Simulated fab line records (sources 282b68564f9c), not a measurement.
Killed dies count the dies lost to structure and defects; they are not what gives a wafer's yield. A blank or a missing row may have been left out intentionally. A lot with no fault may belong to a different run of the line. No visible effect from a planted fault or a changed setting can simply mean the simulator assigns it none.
fab line records | flow ritCmos
[record] lots = 14 wafers = 42 lastDay = 7
route steps=202 shown REOX@101
lots untouched by any fault: they come from a run of this same line in which no faults occurred
startH: hours from the record's opening day to when the first of the lot's shown wafers began | waitH: hours since the lot's step before | " unchanged from the row above | L1.1+2: several wafers, shown together as one row | - value missing, or start not given | * or withheld: withheld | < > ~ a bound
route shown NAME@n: names a module that has steps shown in the file, with the first one's number in the route | usual: mean/standard deviation of fault-free wafers | same: alike in all rows | chamber/n: place in a boat | sites: readings site by site | _std_site: how widely they spread, as a standard deviation | _edge_site: mean of outer sites minus mean of inner sites | radiusMm: for every site, how far away it sits from the centre of the wafer | mask NAME#n: copy n | behind: the tool/chamber that last shaped the wafer | hold: why the lot was held/for how many hours/how that ended | device: the transistor (n, p or np) that didn't switch | end of line: the tests these same wafers got at the end of their route | for a step that has no rows: nothing shown but its recipe | killed: count of dies lost to structure and defects at first sort (not the wafer's yield) | map: shows each die of a wafer: x if killed, . if not, _ if none is there
set.NAME: the setting the step ran with; set.NAME@STEP: the setting that earlier step ran with | model.NAME: the simulator's own value behind a step, which no gauge read
steps of the route over a sample of lots; a table a step, a row a wafer
services: the hour from which a tool's chamber was out of use, counted from the record's first day as startH (under 0 if before that day), plus the number of hours and why
[[steps]]
[step RIT_REOX_OXIDATION_03]
[recipe] tempC = 900 ambient = O2 targetThkA = 252 oxTimeS = 5580
[usual] oxTempC = 899.9/0.38 oxTempCMax = 903.5/0.97 zonePowerCentrePct = 38.2/0.92
// columns lot.wafer tool chamber startH waitH oxTempC oxTempCMax zonePowerCentrePct
L715.1 furnace-02 0 43.57 0.0 900.2 904.2 38.0
L715.3 " 0 " " 899.9 904.9 37.7
L715.6 " 0 " " 900.0 904.3 38.1
L716.1 furnace-03 0 47.59 0.0 899.8 902.1 38.4
L716.3 " 0 " " 899.6 902.9 38.6
L716.5 " 0 " " 899.5 901.8 37.9
L718.1 furnace-02 0 57.42 0.1 900.2 905.4 38.1
L718.3 " 0 " " 900.7 905.3 38.0
L718.4 " 0 " " 899.5 904.8 38.6
L719.2 furnace-03 0 62.30 0.0 900.1 903.0 38.8
L719.3 " 0 " " 899.9 903.0 38.7
L719.4 " 0 " " 899.7 902.4 38.9
L720.2 furnace-02 0 67.91 0.1 899.4 903.9 37.8
L720.4 " 0 " " 899.7 902.7 37.6
L720.5 " 0 " " 900.2 904.1 38.0
L722.1 furnace-02 0 78.45 0.0 899.7 903.9 37.7
L722.2 " 0 " " 900.1 905.0 37.8
L722.3 " 0 " " 900.2 905.2 36.8
L723.3 furnace-02 0 82.63 0.0 899.8 905.0 37.6
L723.4 " 0 " " 899.7 903.6 37.5
L723.5 " 0 " " 899.4 904.6 37.1
L724.1 furnace-03 0 87.72 0.0 899.7 902.9 37.9
L724.4 " 0 " " 899.9 902.0 38.6
L724.5 " 0 " " 899.6 902.0 37.7
L731.1 furnace-03 - 124.03 0.0 - - -
L731.4 " - " " - - -
L731.5 " - " " - - -
L732.3 furnace-02 - 128.32 0.7 - - -
L732.5 " - " " - - -
L732.6 " - " " - - -
L734.1 furnace-02 0 138.34 1.0 900.0 904.3 37.8
L734.4 " 0 " " 899.7 904.0 37.5
L734.5 " 0 " " 898.7 901.8 38.2
L735.1 furnace-02 0 143.03 0.1 899.6 903.3 37.8
L735.3 " 0 " " 900.4 904.3 38.1
L735.6 " 0 " " 900.2 904.6 37.3
L736.1 furnace-02 0 149.77 1.8 899.8 903.6 37.9
L736.4 " 0 " " 899.8 905.0 38.4
L736.6 " 0 " " 899.4 903.2 37.7
L737.2 furnace-02 0 154.25 0.7 900.2 904.1 37.2
L737.4 " 0 " " 900.4 904.4 37.9
L737.6 " 0 " " 899.6 903.5 37.4
[[services]]
// columns tool chamber startH hours kind
furnace-03 - 23.36 2.7 pm
furnace-02 - 107.05 2.6 pm
furnace-03 - 144.06 12.1 pm
furnace-02 - 147.51 2.0 pm
[[key]]
[firstSign] step = RIT_REOX_OXIDATION_03 reading = toolRecord direction = missing
effect none on later readings
metAt RIT_REOX_OXIDATION_03
struckLots L731,L732
laterRowsLeftOut L731.1,L731.4,L731.5,L732.3,L732.5,L732.6
sortLeftOut L731.1,L731.4,L731.5,L732.3,L732.5,L732.6
testerLeftOut L731,L732
onsetBetween 87.72 124.03
[fault] kind = skippedStepWhole tool = furnace-02,furnace-03 chamber = - onsetH = 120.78 steps = RIT_REOX_OXIDATION_03 scope = struckLotsOnly
// testerLeftOut: of these lots the tester's yield and bins aren't shown, on N5 and GAA mostly nor the transistor test; their killed dies are dies lost to structure and defects alone, not to doping, threshold or leakage, so they don't give the yield
// sortLeftOut: the simulated sort isn't trusted on such a fault, so these wafers' sort isn't shown, and their yield isn't known
// laterRowsLeftOut: the simulator's readings of these wafers behind a module that went badly wrong aren't trusted and aren't shown, but for the sort
